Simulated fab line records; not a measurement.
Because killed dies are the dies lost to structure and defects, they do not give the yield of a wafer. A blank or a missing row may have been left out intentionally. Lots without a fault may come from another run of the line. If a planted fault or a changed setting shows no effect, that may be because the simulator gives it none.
Split-lot experiment | flow berkeley-cmos170 | 5 lots, 23 wafers read, on a route of 331 steps

THE SPLIT
At UCB170_NLDD_PEB_04, the setting peb-temp-c was moved away from the recipe's 130 C on 9 of the 23 wafers read, by -2.6% to -1.4%. All remaining wafers had this setting at the recipe value.

FROM THE SPLIT TO THE READING: what the file shows between them, 1 step
- UCB170_NLDD_DEVELOP_05: develop time 45 s

THE READING
cd-nm (nm) at UCB170_NLDD_CD_MEAS_06, where the cd target is 1200 nm. Typical for fault-free wafers on this fab line: 1200.0 nm, with standard deviation 1.4 nm.

wafer  | tool, chamber at the split | peb-temp-c as run, C | against the recipe | cd-nm, nm | against lot-mates on the recipe
L077.1 | litho-track-03, 0          | 130                  | recipe             | 1199.5    | -
L077.3 | litho-track-03, 0          | 130                  | recipe             | 1199.3    | -
L077.6 | litho-track-03, 0          | 130                  | recipe             | 1198.5    | -
L078.1 | litho-track-02, 0          | 130                  | recipe             | 1198.9    | -
L078.2 | litho-track-02, 0          | 127.6                | -1.8%              | 1180.8    | -17.9
L078.3 | litho-track-02, 0          | 130                  | recipe             | 1198.7    | -
L078.5 | litho-track-02, 0          | 130                  | recipe             | 1198.6    | -
L078.6 | litho-track-02, 0          | 127.6                | -1.8%              | 1180.5    | -18.2
L079.1 | litho-track-02, 0          | 130                  | recipe             | 1202.6    | -
L079.2 | litho-track-02, 0          | 127.3                | -2.1%              | 1179.7    | -22.3
L079.3 | litho-track-02, 0          | 130                  | recipe             | 1199.7    | -
L079.4 | litho-track-02, 0          | 130                  | recipe             | 1203.6    | -
L079.6 | litho-track-02, 0          | 127.3                | -2.1%              | 1181.0    | -21.0
L081.1 | litho-track-03, 0          | 128.2                | -1.4%              | 1186.1    | -14.4
L081.3 | litho-track-03, 0          | 130                  | recipe             | 1200.5    | -
L081.4 | litho-track-03, 0          | 130                  | recipe             | 1201.4    | -
L081.5 | litho-track-03, 0          | 130                  | recipe             | 1199.5    | -
L081.6 | litho-track-03, 0          | 128.2                | -1.4%              | 1186.7    | -13.8
L083.1 | litho-track-03, 0          | 130                  | recipe             | 1199.6    | -
L083.3 | litho-track-03, 0          | 126.6                | -2.6%              | 1176.1    | -24.8
L083.4 | litho-track-03, 0          | 126.6                | -2.6%              | 1176.1    | -24.8
L083.5 | litho-track-03, 0          | 126.6                | -2.6%              | 1176.0    | -24.9
L083.6 | litho-track-03, 0          | 130                  | recipe             | 1202.2    | -

THE FIT
A straight line over all 23 wafers: cd-nm changes by +9.55 nm for each +1% of peb-temp-c; r = +0.99; the points scatter about the line by 1.5 nm.
The same after taking each lot's own level away (the mean of its wafers on the recipe; 23 wafers): +9.78 nm for each +1%; r = +1.00; scatter 0.99 nm.
That fit puts the effect of the largest move of peb-temp-c on the reading at 26 nm.
The lots' own levels span 1198.73 to 1201.97 nm, that is 2.3 times the standard deviation above.
Hence the lot-to-lot level has little effect on the slope; both slopes agree.
Check: for one of the wafers moved furthest among these (-2.6%), held out of the fit, the line's prediction against its lot-mates is -25.8 nm. Against them it came out at -24.8 nm.

THE OTHER SPLITS THESE WAFERS WENT THROUGH
Other splits were also applied to these wafers ahead of the reading. Each is held against what the fit with the lots' levels taken away leaves over:
other split on the same wafers    | wafers away from the commonest value | r with cd-nm (lot level and that fit taken away)
UCB170_GATE_PEB_10 peb-temp-c     | 8                                    | +0.17
UCB170_NLDD_COAT_01 resist-thk-nm | 8                                    | -0.18

FILE'S OWN FIT
cd-nm changes by +9.88 nm for each +1% of peb-temp-c, r = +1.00.
